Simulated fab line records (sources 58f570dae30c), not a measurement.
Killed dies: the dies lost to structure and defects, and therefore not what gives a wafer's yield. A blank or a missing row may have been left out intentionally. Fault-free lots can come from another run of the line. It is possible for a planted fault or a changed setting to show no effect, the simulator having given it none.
Matching of chambers + flow berkeley-cmos170 + rie-diel-02 running UCB170_GATE_ETCH_14: 4 sister chambers
The step etches BARC in N2/H2. 14 wafers are shown with their chamber, then 7 later ones without.

## EACH WAFER AND ITS CHAMBER
| wafer  | chamber | throttle-valve-pct (%) | drypump-motor-current-A (A) | oes-product-au (a.u.) |
|--------|---------|------------------------|-----------------------------|-----------------------|
| L201.1 | 2       | 12.90                  | 5.8                         | 1.061                 |
| L201.3 | 1       | 13.15                  | 5.5                         | 1.007                 |
| L201.5 | 1       | 13.16                  | 5.5                         | 1.008                 |
| L203.3 | 2       | 12.91                  | 5.8                         | 1.058                 |
| L203.5 | 1       | 13.17                  | 5.5                         | 0.999                 |
| L203.6 | 2       | 12.92                  | 5.8                         | 1.057                 |
| L205.2 | 0       | 13.21                  | 5.3                         | 0.988                 |
| L205.4 | 3       | 13.37                  | 5.5                         | 1.012                 |
| L205.5 | 0       | 13.19                  | 5.2                         | 0.993                 |
| L209.1 | 0       | 13.19                  | 5.2                         | 0.995                 |
| L209.4 | 2       | 12.91                  | 5.8                         | 1.042                 |
| L209.5 | 3       | 13.35                  | 5.5                         | 1.009                 |
| L211.3 | 3       | 13.36                  | 5.5                         | 1.029                 |
| L211.4 | 0       | 13.18                  | 5.3                         | 1.003                 |

SIGNATURES (averages over the wafers above)
| reading                 | chamber 0 | chamber 1 | chamber 2 | chamber 3 | scatter within a chamber |
|-------------------------|-----------|-----------|-----------|-----------|--------------------------|
| throttle-valve-pct      | 13.1925   | 13.1600   | 12.9100   | 13.3600   | 0.0104                   |
| drypump-motor-current-A | 5.250     | 5.500     | 5.800     | 5.500     | 0.0316                   |
| oes-product-au          | 0.99475   | 1.00467   | 1.05450   | 1.01667   | 0.00784                  |
Rule: a wafer lies at a distance from a chamber equal to the root of the sum of squares, over the readings, of (its reading less the chamber's mean, divided by the reading's scatter). The wafer belongs to the nearest chamber; if the next one is less than 2 further off, it can't be placed. How the scatter is found: for the shown wafers, subtract from each reading the mean of its chamber, square and add these, divide the total by (wafers less chambers), then take the root.

## WAFERS MISSING THEIR CHAMBER
| wafer  | throttle-valve-pct (%) | drypump-motor-current-A (A) | oes-product-au (a.u.) |
|--------|------------------------|-----------------------------|-----------------------|
| L211.6 | 13.36                  | 5.5                         | 1.020                 |
| L214.1 | 13.19                  | 5.3                         | 0.997                 |
| L214.4 | 13.16                  | 5.5                         | 0.995                 |
| L214.5 | 13.21                  | 5.2                         | 0.998                 |
| L223.2 | 13.36                  | 5.5                         | 1.014                 |
| L223.5 | 13.19                  | 5.2                         | 1.002                 |
| L223.6 | 13.38                  | 5.5                         | 1.020                 |

## CHAMBER TAKEN BY EACH
| wafer  | from the rows above | in truth |
|--------|---------------------|----------|
| L211.6 | 3                   | 3        |
| L214.1 | 0                   | 0        |
| L214.4 | 1                   | 1        |
| L214.5 | 0                   | 0        |
| L223.2 | 3                   | 3        |
| L223.5 | 0                   | 0        |
| L223.6 | 3                   | 3        |
Correct placement for 7 of the 7. Can't be placed from these rows: 0. Placed wrongly: 0.
